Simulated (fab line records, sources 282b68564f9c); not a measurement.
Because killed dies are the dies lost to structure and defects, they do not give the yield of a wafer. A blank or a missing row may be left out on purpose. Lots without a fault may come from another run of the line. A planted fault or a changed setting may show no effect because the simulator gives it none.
Comparing a struck lot with a sound one + flow rit-cmos + 16 out of 202 route steps
Sound: these wafers, L541.2, L541.3, L541.5. Wafers L556.1, L556.2, L556.4 were the ones struck. Last of all comes the cause.
Per side, at each step with rows, come the tool, then ch with its chambers, and then its first start. Under that, the readings that differ: sound wafers + struck wafers + difference of the means + sigmas: that difference in standard deviations of wafers without a fault.
alike: readings with means less than 2 such deviations apart, plus words and numbers identical on both sides. not compared: withheld readings, readings lacking a value on some wafer, bounds such as >300 that could conceal the same value, and numbers that have no deviation in the record and whose values overlap.
A row with sigmas, a row that says differs or no value, or rows on one side alone: a step with any of these is where the two part. Non-overlapping numbers with no deviation appear without sigmas and do not part them. A reading missing from all wafers of one side parts the sides only when that side holds two or more wafers.

RIT_ACTIVE_BOW_MEAS_00:
  sound: film-metro-01 at day 1 15:01; struck: film-metro-01 at day 4 18:00
  alike: INCOMING_BOW
then, 1 step without rows for these wafers: RIT_ACTIVE_OXIDATION_01 (target thk 46.8 nm, ox time 3360 s).
RIT_ACTIVE_THK_MEAS_02:
  sound: film-metro-01 at day 1 17:55; struck: film-metro-04 at day 4 20:03
  alike: ACTIVE_OXIDE_THK
then, 1 step without rows for these wafers: RIT_ACTIVE_CVD_03 (deposits Si3N4 from SiH2Cl2/NH3, target thk 150 nm, time 1500 s).
RIT_ACTIVE_THK_MEAS_04:
  sound: film-metro-01 at day 1 19:24; struck: film-metro-04 at day 4 21:32
  alike: ACTIVE_NITRIDE_THK
then, 3 steps without rows for these wafers: RIT_ACTIVE_HMDS_05 (prime time 60 s); RIT_ACTIVE_COAT_06 (resist thk 1000 nm); RIT_ACTIVE_SOFTBAKE_07 (time 60 s).
RIT_ACTIVE_EXPOSE_08: exposes mask M1, target cd 1400 nm.
  sound on iline-stepper-02 ch 0, day 1 19:55; struck on iline-stepper-02 ch 0, day 4 22:03
| reading              | sound                | struck               | difference | sigmas |
|----------------------|----------------------|----------------------|------------|--------|
| exposure-dose-mJ-cm2 | 224.81 225.01 225.22 | 219.72 219.86 219.78 | -5.23      | -24    |
  alike: mask
then, 2 steps without rows for these wafers: RIT_ACTIVE_PEB_09; RIT_ACTIVE_DEVELOP_10 (develop time 50 s).
RIT_ACTIVE_CD_MEAS_11: target cd 1400 nm.
  sound: cd-sem-01 at day 1 20:20; struck: cd-sem-02 at day 4 22:27
| reading    | sound                | struck               | difference | sigmas |
|------------|----------------------|----------------------|------------|--------|
| cd-nm (nm) | 1403.8 1403.3 1401.1 | 1360.6 1393.5 1385.3 | -22.9      | -11    |
then, 1 step without rows for these wafers: RIT_ACTIVE_HARDBAKE_12 (time 60 s).
RIT_ACTIVE_ETCH_13: etches Si3N4 in SF6, stops on SiO2, time 210 s, target depth 210 nm.
  sound on rie-diel-02 ch 1,2, day 1 20:35; struck on rie-diel-02 ch 1,2,3, day 4 22:43
| reading                 | sound          | struck         | difference | sigmas |
|-------------------------|----------------|----------------|------------|--------|
| model.ACTIVE.cd-nm (nm) | 1404 1403 1401 | 1361 1393 1385 | -23        |        |
  alike: drypump-motor-current-A, oes-product-au, throttle-valve-pct
  not compared: rf-hours-counter-h
RIT_ACTIVE_STRIP_14: strips in O2, time 180 s.
  sound on plasma-asher-03 ch 0,1, day 1 20:43; struck on plasma-asher-01 ch 0,1, day 4 22:51
  alike: drypump-motor-current-A
  not compared: rf-hours-counter-h
RIT_M1_PROBE_99:
  sound: prober-01 at day 3 19:47; struck: prober-02 at day 6 22:25
  alike: killed-at-contacts, killed-at-front-end, killed-dies, killed-open, killed-short

## WHERE THEY PART
Earliest at RIT_ACTIVE_EXPOSE_08; latest, in this record, at RIT_ACTIVE_CD_MEAS_11. Later steps at which nothing parts them and some readings are alike: RIT_ACTIVE_ETCH_13, RIT_ACTIVE_STRIP_14, RIT_M1_PROBE_99.

WHY: whatever the simulator had introduced
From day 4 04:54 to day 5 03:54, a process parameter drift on iline-stepper-02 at RIT_ACTIVE_EXPOSE_08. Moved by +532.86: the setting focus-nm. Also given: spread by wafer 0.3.
